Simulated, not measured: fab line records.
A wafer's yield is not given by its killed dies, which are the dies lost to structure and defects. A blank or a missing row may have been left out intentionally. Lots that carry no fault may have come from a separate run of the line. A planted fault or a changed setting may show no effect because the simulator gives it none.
The same fault as seen by 2 desks    flow berkeleyCmos170    numbers are kept per desk, each desk with only its own; the story behind them comes last

TOOL OWNER'S DESK, furnace-03
The tool's own readings at UCB170_NWELL_OXIDATION_01 (target thk 26.4 nm, ox time 1260 s): means of the sampled wafers that have a number, for each lot that ran on this tool. If a lot's mean is further than 4 standard deviations from the usual mean, the lot is out of limits and carries the mark OUT (the distance appears in the brackets).
Columns: A = spikeTcCentreC at UCB170_NWELL_OXIDATION_01, usual 1003.0 C; B = spikeTcLoadC at UCB170_NWELL_OXIDATION_01, usual 1022.8 C; C = spikeTcSourceC at UCB170_NWELL_OXIDATION_01, usual 1024 C; D = tubeCenterTempC at UCB170_NWELL_OXIDATION_01, usual 999.99 C; E = tube_center_temp_C_max at UCB170_NWELL_OXIDATION_01, usual 1002.6; F = zonePowerCentrePct at UCB170_NWELL_OXIDATION_01, usual 48.5 %; G = zonePowerLoadPct at UCB170_NWELL_OXIDATION_01, usual 37.2 %
lot   first seen here  A                 B                 C               D                          E                         F     G
L379  day 2 20:49      1001.8            1023.1            1023            999.92                     1002.4                    49.8  38.6
L380  day 2 20:49      1003.4            1022.8            1025            1000.13                    1002.8                    49.3  38.2
L382  day 3 13:56      1001.8            1024.6            1025            1000.07                    1002.6                    48.6  38.4
L383  day 3 13:56      1001.1            1024.2            1023            999.99                     1002.5                    48.8  38.3
L384  day 3 16:37      1002.2            1023.6            1024            1000.10                    1002.8                    48.9  38.6
L385  day 3 21:49      1056.1 (+41) OUT  1078.0 (+19) OUT  1079 (+17) OUT  1054.20 (+99 or more) OUT  1056.5 (+99 or more) OUT  52.5  44.1
L386  day 3 23:10      1056.2 (+41) OUT  1078.6 (+19) OUT  1078 (+16) OUT  1054.20 (+99 or more) OUT  1056.7 (+99 or more) OUT  52.5  43.9
This desk's finding: out of limits on L385, L386; first on L385, day 3 21:49 (spikeTcCentreC at UCB170_NWELL_OXIDATION_01). L379, L380, L382, L383, L384 stayed within limits.

AT THE METROLOGY DESK
What the gauges read for every lot (on any tool): the sampled wafers with a number, averaged. If a lot's mean is further than 4 standard deviations from the usual mean, the lot is out of limits and carries the mark OUT (the distance appears in the brackets).
Columns: A = START_OXIDE_THK at UCB170_START_THK_MEAS_03, usual 20.0 nm; B = NWELL_OXIDE_THK at UCB170_NWELL_THK_MEAS_02, usual 26.2 nm; C = cdNm at UCB170_CONTACT_CD_MEAS_15, usual 700.2 nm
lot   first seen here  A     B               C
L375  day 1 14:22      20.2  26.2            699.5
L376  day 1 19:45      20.2  27.2            700.4
L377  day 2 01:20      20.1  26.4            700.7
L379  day 2 10:46      20.5  26.4            699.8
L380  day 2 14:29      20.2  26.3            700.0
L381  day 2 19:37      20.1  26.2            699.9
L382  day 3 05:42      19.7  26.0            701.5
L383  day 3 05:43      20.0  26.4            700.4
L384  day 3 10:25      19.8  25.9            699.7
L385  day 3 15:18      20.6  41.7 (+31) OUT  702.6
L386  day 3 19:20      20.2  41.5 (+31) OUT  701.0
L387  day 4 02:10      19.5  26.1            698.9
L388  day 4 07:11      20.3  27.3            699.2
L395  day 5 16:35      19.6  25.3            702.7
This desk's result: L385, L386 out of limits, first on L385 (NWELL_OXIDE_THK at UCB170_NWELL_THK_MEAS_02), day 3 23:11. L375, L376, L377, L379, L380, L381, L382, L383, L384, L387, L388, L395 stayed within limits.

PUT TOGETHER
The tool owner's desk could have raised an alarm at day 3 21:49, on L385, L386.
On L385, L386, the metrology desk was in a position to raise an alarm at day 3 23:11.
The lots listed all ran UCB170_NWELL_OXIDATION_01 on furnace-03.

WHAT THE SIMULATOR PUT IN
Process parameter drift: furnace-03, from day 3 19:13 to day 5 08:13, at UCB170_NWELL_OXIDATION_01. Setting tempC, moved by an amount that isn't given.
Lots struck among those shown: L385, L386.
Hours from the fault's start to each desk's first reading out of limits: the tool owner's desk, 3; the metrology desk, 4.
